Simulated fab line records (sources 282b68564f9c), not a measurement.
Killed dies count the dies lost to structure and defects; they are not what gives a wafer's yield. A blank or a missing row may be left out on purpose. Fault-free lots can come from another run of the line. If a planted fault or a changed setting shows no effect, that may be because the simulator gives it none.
Comparing a struck lot with a sound one | flow rit cmos | 15 out of 202 route steps
Sound: wafers L775.2, L775.3, L775.5. The struck wafers were L778.2, L778.5, L778.6. The cause is named last.
At each step with rows: each side's tool, then ch and its chambers, then its first start. Under that, the readings that differ: sound wafers | struck wafers | difference of the means | sigmas: that difference in standard deviations of wafers without a fault.
alike: words and numbers the same on both sides, and readings whose means are apart by under 2 such deviations; not compared: readings that were withheld, readings missing a value for some wafer, numbers with overlapping values and no deviation given by the record, and bounds like >300 which may hide the same value.
A row with sigmas, a row that says differs or no value, or rows on one side alone: a step with any of these is where the two part. Numbers that don't overlap but have no deviation are shown without sigmas and don't part them. A reading that every wafer of one side lacks parts them only if that side has two wafers or more.

RIT_NWELL_OVL_MEAS_06:
  sound on overlay-02, day 2 17:27; struck on overlay-01, day 3 10:30
  alike: NWELL_OVL
then, 2 steps without rows for these wafers: RIT_NWELL_HARDBAKE_07 (time 120 s); RIT_NWELL_IMPLANT_08.
RIT_NWELL_STRIP_09: strips in O2, time 180 s.
  sound on plasma asher-03 ch 0,1, day 2 17:53; struck on plasma asher-04 ch 0,1, day 3 10:56
  alike: drypump motor current A
  not compared: rf hours counter h
RIT_NWELL_TW_MEAS_10:
  sound on film metro-03, day 2 18:04; struck on film metro-04, day 3 11:07
  alike: NWELL_TW
then, 6 steps without rows for these wafers: RIT_PWELL_HMDS_00 (prime time 60 s); RIT_PWELL_COAT_01 (resist thk 1300 nm); RIT_PWELL_SOFTBAKE_02 (time 60 s); RIT_PWELL_EXPOSE_03 (exposes mask M3, target cd 43700 nm); RIT_PWELL_PEB_04; RIT_PWELL_DEVELOP_05 (develop time 68 s).
RIT_PWELL_OVL_MEAS_06:
  sound on overlay-01, day 2 19:07; struck on overlay-02, day 3 12:10
  alike: PWELL_OVL
RIT_PWELL_HARDBAKE_07: time 120 s.
  sound on litho track-02 ch 0, day 2 19:12; struck on litho track-03 ch 0, day 3 12:14
  reading                                    | sound                | struck               | difference | sigmas
  heater power total W (W)                   | 52.01 52.13 52.03    | 49.15 49.27 49.19    | -2.85      | -41
  plate temp C (C)                           | 139.99 139.88 139.86 | 134.17 134.24 133.99 | -5.78      | -39
  model.NOVOLAK_of_PWELL_COAT_01.thk nm (nm) | 1141 1139 1141       | 1148 1147 1146       | +7         |
following that, these wafers have no rows for 1 step: RIT_PWELL_IMPLANT_08.
RIT_M1_PROBE_99:
  record: rows for the struck wafers here (prober-02, day 5 01:02), none for the sound ones

WHERE THEY PART
At RIT_PWELL_HARDBAKE_07 first; at RIT_M1_PROBE_99 last (within this record only).

WHY: whatever the simulator had introduced
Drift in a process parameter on litho track-03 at RIT_PWELL_HARDBAKE_07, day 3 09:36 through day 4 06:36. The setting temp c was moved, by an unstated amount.
